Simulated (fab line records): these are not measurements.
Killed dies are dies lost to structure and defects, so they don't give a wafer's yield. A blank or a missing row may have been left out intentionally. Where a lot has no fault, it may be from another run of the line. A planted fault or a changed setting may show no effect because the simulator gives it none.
Which tool was responsible?    flow berkeleyCmos170    Sampling: 7 lots, 21 wafers, 2 of 331 route steps

== WHAT EACH GAUGE READ, for each wafer ==
UCB170_PFIELD_TW_MEAS_09.
lot   measured     on            PFIELD_TW
L935  day 4 16:49  filmMetro-02  597 594 591
L937  day 5 03:39  filmMetro-02  598 598 596
L942  day 6 13:47  filmMetro-04  600 601 602
L948  day 7 06:35  filmMetro-04  601 602 602
L952  day 8 02:14  filmMetro-02  492 491 496 494 492 494
L956  day 8 18:40  filmMetro-01  598 596 597
L957  day 8 19:13  filmMetro-01  597 593 600

== WHAT TOOL EACH LOT RAN ON (gives the tool, then ch and the chambers of the sampled wafers, and finally the start) ==
lot   UCB170_PFIELD_IMPLANT_07
L935  implanter-03 ch 0, day 4 16:34
L937  implanter-03 ch 0, day 5 03:25
L942  implanter-04 ch 0, day 6 13:32
L948  implanter-02 ch 0, day 7 06:20
L952  implanter-03 ch 0, day 8 02:01
L956  implanter-02 ch 0, day 8 18:25
L957  implanter-04 ch 0, day 8 18:58
- UCB170_PFIELD_IMPLANT_07

== THE ANSWER, worked out from the rows above alone ==
Rule: the usual values come from the lots themselves. Put in order of their means at a reading, lots are off if they are a third of the lots or fewer, leave a main group of 4 or more, and stand apart from it by a gap of 3 or more times the standard deviation of the main group's means; of several such gaps the widest counts. Not used: any main group whose means are identical at the precision the tables above print for the reading. Also off: a lot with no number at a reading for which 4 or more lots have one. Any other lot the step has rows for is counted as sound.
Off: L952, at UCB170_PFIELD_TW_MEAS_09 (PFIELD_TW). Main group: mean 598, sd 2.6.
If a tool, at a process step before that reading, ran all the lots that are off and no sound lot after the first of them, it fits. Those tools and the gauges at UCB170_PFIELD_TW_MEAS_09 are tried in the same way. Can't be told from this: 2 tools fit, implanter-03 at UCB170_PFIELD_IMPLANT_07, filmMetro-02 at UCB170_PFIELD_TW_MEAS_09.

== WHAT WAS PUT IN BY THE SIMULATOR ==
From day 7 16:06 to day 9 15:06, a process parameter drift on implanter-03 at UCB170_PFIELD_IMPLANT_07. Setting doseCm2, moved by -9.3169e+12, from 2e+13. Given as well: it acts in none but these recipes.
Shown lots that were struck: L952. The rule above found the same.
